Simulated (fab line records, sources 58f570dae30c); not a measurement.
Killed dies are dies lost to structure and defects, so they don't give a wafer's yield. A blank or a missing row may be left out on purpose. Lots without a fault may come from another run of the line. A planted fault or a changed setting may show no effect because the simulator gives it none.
Tool commonality check | flow berkeley_cmos170 | 14 lots, 42 wafers sampled

WHY IT WAS OPENED
At UCB170_GATE_THK_MEAS_02 the reading GATE_OXIDE_THK is flagged on 2 of 14 lots. Wafers without a fault read 6.59 nm, standard deviation 0.14.
Rule: a lot is flagged when every wafer of it that has a number lies more than 4 standard deviations from that mean, or none has a number. The other lots count as sound.

lot  | measured     | on            | GATE_OXIDE_THK (nm), wafer by wafer | flag
L265 | day 7 00:58  | film_metro-02 | 6.70 6.54 6.59                      |
L266 | day 7 00:58  | film_metro-03 | 6.37 6.32 6.38                      |
L264 | day 7 00:58  | film_metro-01 | 6.53 6.65 6.49                      |
L268 | day 7 17:58  | film_metro-03 | 6.48 6.39 6.51                      |
L267 | day 7 17:59  | film_metro-01 | 6.53 6.61 6.58                      |
L269 | day 7 17:59  | film_metro-02 | 6.68 6.73 6.63                      |
L270 | day 8 05:11  | film_metro-02 | 8.70 8.79 8.82                      | FLAGGED
L271 | day 8 11:37  | film_metro-02 | 6.77 6.88 6.80                      |
L276 | day 9 16:42  | film_metro-01 | 6.58 6.50 6.55                      |
L278 | day 9 20:23  | film_metro-03 | 8.58 8.55 8.47                      | FLAGGED
L280 | day 10 06:46 | film_metro-01 | 6.54 6.50 6.48                      |
L281 | day 10 06:46 | film_metro-03 | 6.59 6.48 6.57                      |
L284 | day 11 03:13 | film_metro-03 | 6.58 6.54 6.62                      |
L285 | day 11 03:13 | film_metro-02 | 6.52 6.42 6.41                      |
The numbers of the flagged lots are 8.65 nm on average: +2.06 nm against the usual, or +15 standard deviations.

WHICH TOOL RAN EACH LOT
The record holds 1 process step before the reading, out of a route of 331 steps. In each cell: the tool, then ch and the chambers that the sampled wafers went through, then the start.
lot  | flag    | UCB170_GATE_OXIDATION_01
L265 |         | furnace-01 ch 0, day 6 23:27
L266 |         | furnace-01 ch 0, day 6 23:27
L264 |         | furnace-01 ch 0, day 6 23:27
L268 |         | furnace-01 ch 0, day 7 16:28
L267 |         | furnace-01 ch 0, day 7 16:28
L269 |         | furnace-01 ch 0, day 7 16:28
L270 | FLAGGED | furnace-01 ch 0, day 8 03:40
L271 |         | furnace-02 ch 0, day 8 10:07
L276 |         | furnace-02 ch 0, day 9 15:11
L278 | FLAGGED | furnace-01 ch 0, day 9 18:53
L280 |         | furnace-02 ch 0, day 10 05:16
L281 |         | furnace-02 ch 0, day 10 05:16
L284 |         | furnace-02 ch 0, day 11 01:43
L285 |         | furnace-02 ch 0, day 11 01:43
What these steps do:
- UCB170_GATE_OXIDATION_01: target thk 6.6 nm, ox time 1800 s.
- UCB170_GATE_THK_MEAS_02

FLAGGED OVER TOTAL, TOOL BY TOOL (the gauges that took the reading come last)
step                     | tool          | lots run | flagged | share of the flagged lots | sound lots run after its first flagged lot
UCB170_GATE_OXIDATION_01 | furnace-01    | 8        | 2       | all                       | 0
UCB170_GATE_OXIDATION_01 | furnace-02    | 6        | 0       | none                      | -
UCB170_GATE_THK_MEAS_02  | film_metro-01 | 4        | 0       | none                      | -
UCB170_GATE_THK_MEAS_02  | film_metro-02 | 5        | 1       | some                      | 2 (L271,L285)
UCB170_GATE_THK_MEAS_02  | film_metro-03 | 5        | 1       | some                      | 2 (L281,L284)

WHAT THE TABLE ALLOWS
1 row of the table ran every flagged lot: furnace-01 at UCB170_GATE_OXIDATION_01.
- furnace-01 at UCB170_GATE_OXIDATION_01: 2 of its 8 lots flagged. Its last sound lot is L267 (day 7 16:28), its first flagged lot L270 (day 8 03:40): a fault that began between those two fits.
One tool is left: furnace-01 at UCB170_GATE_OXIDATION_01.

WHAT THE SIMULATOR HAD PUT IN
Process parameter drift: furnace-01, from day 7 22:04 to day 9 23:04, at UCB170_GATE_OXIDATION_01. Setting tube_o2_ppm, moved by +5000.
Lots struck among those shown: L270, L278. The rule above found the same.
